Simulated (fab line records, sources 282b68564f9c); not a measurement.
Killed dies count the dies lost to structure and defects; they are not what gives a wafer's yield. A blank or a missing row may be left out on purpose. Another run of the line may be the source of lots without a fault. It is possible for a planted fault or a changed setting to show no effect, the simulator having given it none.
Which of the tools did it? :: flow rit_cmos :: 6 lots, 18 wafers sampled, at 2 steps of a route of 202

WHAT EACH GAUGE READ, for each wafer
RIT_GATE_THK_MEAS_09.
lot: L455
measured: day 2 16:31
on: film_metro-03
GATE_POLY_THK (nm): 248.5 250.0 248.6

lot: L457
measured: day 3 02:58
on: film_metro-03
GATE_POLY_THK (nm): 250.3 250.9 250.8

lot: L462
measured: day 4 08:07
on: film_metro-04
GATE_POLY_THK (nm): 250.0 249.3 249.7

lot: L468
measured: day 5 09:12
on: film_metro-02
GATE_POLY_THK (nm): 251.5 249.9 250.2

lot: L470
measured: day 5 19:10
on: film_metro-04
GATE_POLY_THK (nm): 250.5 250.8 250.3

lot: L473
measured: day 6 10:04
on: film_metro-04
GATE_POLY_THK (nm): 247.5 249.0 248.1

WHAT TOOL EACH LOT RAN ON (gives the tool, then ch and the chambers of the sampled wafers, and finally the start)
lot: L455
RIT_GATE_CVD_08: lpcvd-02 ch 1, day 2 14:53

lot: L457
RIT_GATE_CVD_08: lpcvd-02 ch 0, day 3 01:22

lot: L462
RIT_GATE_CVD_08: lpcvd-02 ch 1, day 4 06:29

lot: L468
RIT_GATE_CVD_08: lpcvd-01 ch 1, day 5 07:34

lot: L470
RIT_GATE_CVD_08: lpcvd-01 ch 0, day 5 17:32

lot: L473
RIT_GATE_CVD_08: lpcvd-02 ch 1, day 6 08:26
- RIT_GATE_CVD_08: deposits poly-Si from SiH4, target thk 250 nm, time 2220 s.

THE ANSWER, worked out from the rows above alone
Rule: the lots themselves supply what counts as usual. Put in order of their means at a reading, lots are off if they are a third of the lots or fewer, leave a main group of 4 or more, and stand apart from it by a gap of 3 or more times the standard deviation of the main group's means; of several such gaps the widest counts. A main group whose means are all the same, to the digits that the tables above print for the reading, isn't used. Also off: a lot with no number at a reading for which 4 or more lots have one. The other lots that the step has rows for count as sound.
Nothing can be told from this: no lot is off at any reading shown.

WHAT WAS PUT IN BY THE SIMULATOR
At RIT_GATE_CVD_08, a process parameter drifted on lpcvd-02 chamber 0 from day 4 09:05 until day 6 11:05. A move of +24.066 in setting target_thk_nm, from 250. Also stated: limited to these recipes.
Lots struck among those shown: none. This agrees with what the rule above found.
